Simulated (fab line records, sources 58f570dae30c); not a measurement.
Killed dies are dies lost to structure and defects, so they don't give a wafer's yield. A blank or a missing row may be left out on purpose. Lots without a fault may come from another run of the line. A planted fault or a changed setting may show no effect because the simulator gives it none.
One fault seen from 2 desks | flow berkeley_cmos170 | each desk has only its own numbers; what lay behind them comes last

THE METROLOGY DESK
What the gauges read, lot by lot, whatever tool the lot ran on: means of the sampled wafers that have a number. A lot is out of limits, marked OUT, if its mean lies more than 4 standard deviations from the usual mean; the brackets give that distance.
Columns: A = M1_OVL at UCB170_M1_OVL_MEAS_10, usual 0 nm; B = V1_POLISHED_THK at UCB170_V1_THK_MEAS_04, usual 1000.2 nm
lot  | first seen here | A  | B
L795 | day 7 14:07     | -3 | 1000.6
L796 | day 7 15:57     | -7 | 998.9
L798 | day 8 12:33     | 0  | 1000.9
L797 | day 8 12:47     | -1 | 999.7
L799 | day 8 19:59     | 6  | 999.7
L800 | day 8 20:42     | -1 | 1000.1
L803 | day 9 16:37     | 6  | 1000.5
L804 | day 9 16:41     | 9  | 1001.2
L813 | day 11 06:52    | -8 | 999.8
L811 | day 11 07:47    | 3  | 1000.0
L810 | day 11 08:07    | 5  | 1000.4
L817 | day 12 08:15    | -3 | 1002.8
L816 | day 12 08:49    | 5  | 999.8
This desk's finding: nothing out of limits on any of the 13 lots.

THE TOOL OWNER'S DESK: rie_metal-01
The tool's own readings at UCB170_M2_METAL_ETCH_18 (etches Al in Cl2/BCl3, stops on SiO2, target depth 1170 nm, time 195 s): means of the sampled wafers that have a number, for each lot that ran on this tool. A lot is out of limits, marked OUT, if its mean lies more than 4 standard deviations from the usual mean; the brackets give that distance.
Columns: A = drypump_motor_current_A at UCB170_M2_METAL_ETCH_18, usual 5.8 A; B = oes_product_au at UCB170_M2_METAL_ETCH_18, usual 0.857 a.u.; C = throttle_valve_pct at UCB170_M2_METAL_ETCH_18, usual 24.53 %
lot  | first seen here | A   | B     | C
L795 | day 7 21:22     | 5.9 | 0.863 | 24.49
L798 | day 8 21:58     | 5.9 | 0.852 | 24.49
L804 | day 10 03:50    | 5.9 | 0.863 | 24.48
This desk's finding: nothing out of limits on any of the 3 lots.

PUT TOGETHER
The metrology desk saw nothing out of limits.
The tool owner's desk saw nothing out of limits.

WHAT THE SIMULATOR HAD PUT IN
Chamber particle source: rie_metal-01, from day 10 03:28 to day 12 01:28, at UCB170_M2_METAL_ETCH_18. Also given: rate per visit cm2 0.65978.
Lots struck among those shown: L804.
